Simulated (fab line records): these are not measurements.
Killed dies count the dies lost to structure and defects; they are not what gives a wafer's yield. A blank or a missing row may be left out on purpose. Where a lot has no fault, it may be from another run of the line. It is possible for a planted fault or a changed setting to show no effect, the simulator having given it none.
What tool caused it? ; flow ritCmos ; 7 lots, 21 wafers sampled, at 2 steps of a route of 202

== WHAT EACH GAUGE READ, for each wafer ==
RIT_NRETRO_TW_MEAS_10.
lot;measured;on;NRETRO_TW
L123;day 2 11:40;filmMetro-03;1056 1059 1056
L126;day 3 02:04;filmMetro-02;1064 1063 1065
L130;day 3 23:50;filmMetro-03;1056 1063 1062
L135;day 5 00:34;filmMetro-03;1092 1088 1095
L141;day 6 06:53;filmMetro-04;1065 1066 1073
L143;day 6 16:30;filmMetro-02;1069 1066 1067
L145;day 7 01:40;filmMetro-02;1072 1069 1071

== TOOL THAT RAN EACH LOT (tool first, then ch and the chambers of the sampled wafers, then the start) ==
lot;RIT_NRETRO_IMPLANT_08
L123;implanter-01 ch 0, day 2 11:22
L126;implanter-04 ch 0, day 3 01:46
L130;implanter-01 ch 0, day 3 23:31
L135;implanter-04 ch 0, day 5 00:15
L141;implanter-01 ch 0, day 6 06:34
L143;implanter-01 ch 0, day 6 16:13
L145;implanter-02 ch 0, day 7 01:20
- RIT_NRETRO_IMPLANT_08

== THE ANSWER, worked out from the rows above alone ==
Rule: the usual values come from the lots themselves. Put in order of their means at a reading, lots are off if they are a third of the lots or fewer, leave a main group of 4 or more, and stand apart from it by a gap of 3 or more times the standard deviation of the main group's means; of several such gaps the widest counts. A main group whose means are all the same, to the digits that the tables above print for the reading, isn't used. Also off: a lot with no number at a reading for which 4 or more lots have one. Any other lot the step has rows for is counted as sound.
Off: L135, at RIT_NRETRO_TW_MEAS_10 (NRETRO_TW). The main group has a mean of 1065 with a standard deviation of 4.7.
A tool fits if, at a process step before that reading, it ran every lot that is off, and no sound lot after the first of them. Those tools and the gauges at RIT_NRETRO_TW_MEAS_10 are tried in the same way. Undecided on this evidence; 2 tools fit (implanter-04 at RIT_NRETRO_IMPLANT_08, filmMetro-03 at RIT_NRETRO_TW_MEAS_10).

== WHAT HAD BEEN PUT IN BY THE SIMULATOR ==
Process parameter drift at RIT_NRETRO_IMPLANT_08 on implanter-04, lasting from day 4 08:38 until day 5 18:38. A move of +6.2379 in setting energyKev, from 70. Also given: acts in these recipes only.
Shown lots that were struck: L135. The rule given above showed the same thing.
